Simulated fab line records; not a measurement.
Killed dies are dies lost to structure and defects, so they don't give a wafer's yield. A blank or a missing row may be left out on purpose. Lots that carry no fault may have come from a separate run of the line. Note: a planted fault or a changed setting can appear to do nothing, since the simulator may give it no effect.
Code-filled problem report in 8D (eight disciplines) form :: flow berkeleyCmos170 :: the parts of the form that need people (team, actions taken, sign-off) are left out

## 1. PROBLEM STATEMENT
doseIonsCm2 at UCB170_PFIELD_IMPLANT_07 reads a mean of 2.3194e+13 on 6 wafers of 2 lots; wafers without a fault read 2.0001e+13 with a standard deviation of 2.7e+10. That is +99 or more standard deviations from the usual mean.
Seen first at day 8 19:04 on implanter-01, wafer L619.3. At this step, 42 wafers from 14 lots have a number in the record. The rule behind "out" and "out of limits": a value lying over 4 standard deviations away from the usual mean. Any other wafer with a number is counted as sound.

## 2. WHAT IT IS AND WHAT IT IS NOT
question: which readings at this step
is: doseIonsCm2, faradayCurrentUA
is not: beamEnergyKeV, endStationPressureTorr

question: which lots
is: L619, L620
is not: L599, L603, L604, L605, L606, L607, L608, L610, L611, L613, L621, L622

question: which wafers of those lots
is: all that have a number
is not: -

question: read on which tools
is: implanter-01
is not: implanter-02, implanter-03

question: when
is: from day 8 19:04
is not: up to then (30 sound wafers); but 6 sound wafers of L621, L622 came after

## 3. THE SUSPECTS, EACH WITH WHAT RULES IT OUT
Counting: any tool at a process step up to the reading is kept as a suspect provided that every lot that is out went through it and no sound lot did after the first of them.
- rieDiel-01 at UCB170_ZERO_ETCH_06 (etches SiO2 in CHF3/CF4/Ar, time 11.54 s): ruled out as a lasting fault. After its first lot that is out, L619 (day 6 00:20), sound lots L621 ran on it.
- implanter-01 at UCB170_PFIELD_IMPLANT_07: kept. It processed each lot that is out, first L619 at day 8 19:04, and no sound lot thereafter; up to then, the last sound lot it processed was L611 at day 7 21:29. On those wafers its own readings are out: doseIonsCm2, faradayCurrentUA.
Remaining after the count: implanter-01 at UCB170_PFIELD_IMPLANT_07.

## 4. THE CAUSE (what the simulator had put in)
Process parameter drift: implanter-01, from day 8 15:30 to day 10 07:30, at UCB170_PFIELD_IMPLANT_07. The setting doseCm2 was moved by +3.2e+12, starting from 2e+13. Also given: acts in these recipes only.
Only this tool survived the counting.

## 5. THE EFFECT CHAIN, in route order
Rows list readings where the struck wafers' mean (over those with a number) sits beyond 3 standard deviations from the usual. Only readings whose record carries a usual standard deviation are examined. hours: median over the lots of the time between each lot's start at the first step of this table that gives one and its start at this step. sigmas: the change, counted in usual standard deviations.
hours: 0
step: UCB170_PFIELD_IMPLANT_07
reading: doseIonsCm2
usual: 2.0001e+13
on struck wafers: 2.3194e+13
change: +3.1932e+12
sigmas: +99 or more

hours: 0
step: UCB170_PFIELD_IMPLANT_07
reading: faradayCurrentUA
usual: 63.4
on struck wafers: 74.6
change: +11.2
sigmas: +9.3
The process steps in it:
- UCB170_PFIELD_IMPLANT_07

## 6. HOW IT WOULD HAVE BEEN CAUGHT EARLIER
4 hours passed between the start of the fault at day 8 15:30 and the first reading out of limits in this record, taken at day 8 19:04.
